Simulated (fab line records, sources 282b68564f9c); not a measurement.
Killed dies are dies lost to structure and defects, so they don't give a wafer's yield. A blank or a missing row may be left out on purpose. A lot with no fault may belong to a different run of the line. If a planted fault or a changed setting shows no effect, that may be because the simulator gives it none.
Split-lot trial    flow rit_cmos    23 wafers read from 5 lots, route of 202 steps

THE SPLIT
At RIT_NLDD_COAT_01 (resist thk 1000 nm), the setting spin_rpm was moved away from the recipe's 3250 rpm on 9 of the 23 wafers read, by -7.5% to +2.5%. All remaining wafers had this setting at the recipe value.

No step appears in the file between the split and the reading.

THE READING
NOVOLAK_of_NLDD_COAT_01.thk_nm (the simulator's own value, which no gauge read), in nm, at RIT_NLDD_HARDBAKE_07 (time 60 s). The file gives no usual value for it. Across the 14 wafers here that went through the recipe, the average is 884.4 nm and the standard deviation 4.1 nm.

wafer   tool, chamber at the split  spin_rpm as run, rpm  against the recipe  NOVOLAK_of_NLDD_COAT_01.thk_nm, nm  against lot-mates on the recipe
L074.1  litho_track-01, 0           3250                  recipe              881.3                               -
L074.3  litho_track-01, 0           3332                  +2.5%               869.5                               -11.9
L074.4  litho_track-01, 0           3250                  recipe              881.5                               -
L074.5  litho_track-01, 0           3332                  +2.5%               867.8                               -13.6
L074.6  litho_track-01, 0           3332                  +2.5%               872.3                               -9.1
L078.3  litho_track-02, 0           3250                  recipe              881.7                               -
L078.4  litho_track-02, 0           3250                  recipe              881.1                               -
L078.5  litho_track-02, 0           3250                  recipe              881.6                               -
L079.1  litho_track-02, 0           3007                  -7.5%               922.5                               +36.5
L079.2  litho_track-02, 0           3250                  recipe              884.9                               -
L079.3  litho_track-02, 0           3007                  -7.5%               918.6                               +32.6
L079.4  litho_track-02, 0           3007                  -7.5%               918                                 +32.0
L079.5  litho_track-02, 0           3250                  recipe              887.2                               -
L081.1  litho_track-02, 0           3250                  recipe              892.9                               -
L081.3  litho_track-02, 0           3250                  recipe              890.8                               -
L081.4  litho_track-02, 0           3250                  recipe              886.5                               -
L081.5  litho_track-02, 0           3250                  recipe              887                                 -
L081.6  litho_track-02, 0           3250                  recipe              886.7                               -
L082.1  litho_track-01, 0           3038                  -6.5%               913.9                               +34.7
L082.3  litho_track-01, 0           3250                  recipe              879.6                               -
L082.4  litho_track-01, 0           3038                  -6.5%               915.8                               +36.6
L082.5  litho_track-01, 0           3038                  -6.5%               912.3                               +33.1
L082.6  litho_track-01, 0           3250                  recipe              878.7                               -

THE FIT
A straight line over all 23 wafers: NOVOLAK_of_NLDD_COAT_01.thk_nm changes by -4.77 nm for each +1% of spin_rpm; r = -0.98; the points scatter about the line by 3.7 nm.
The same after taking each lot's own level away (the mean of its wafers on the recipe; 23 wafers): -4.82 nm for each +1%; r = -0.99; scatter 2.4 nm.
On that fit, the largest move of spin_rpm shifts the reading by 36 nm.
From 879.15 to 888.78 nm: that is the span of the lots' own levels, equal to 2.3 times the standard deviation above.
The two slopes are in agreement: the lot-to-lot level therefore moves the slope only a little.
Check: with one of the wafers moved furthest among these (-7.5%) left out of the fit, the line predicts +36.2 nm for it against its lot-mates. Against them it came out at +36.5 nm.

THE WHOLE CHAIN: every reading that the file lists as answering this split, in the file's order
step                  what it does        reading                                                                          change (the file's fit)               r (the file's)
RIT_NLDD_COAT_01      resist thk 1000 nm  NOVOLAK_of_NLDD_COAT_01.thk_nm (the simulator's own value, which no gauge read)  -5.34 nm for each +1% of the setting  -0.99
RIT_NLDD_HARDBAKE_07  time 60 s           NOVOLAK_of_NLDD_COAT_01.thk_nm (the simulator's own value, which no gauge read)  -4.84 nm for each +1% of the setting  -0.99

THE FILE'S OWN FIT
NOVOLAK_of_NLDD_COAT_01.thk_nm changes by -4.84 nm for each +1% of spin_rpm, r = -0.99.
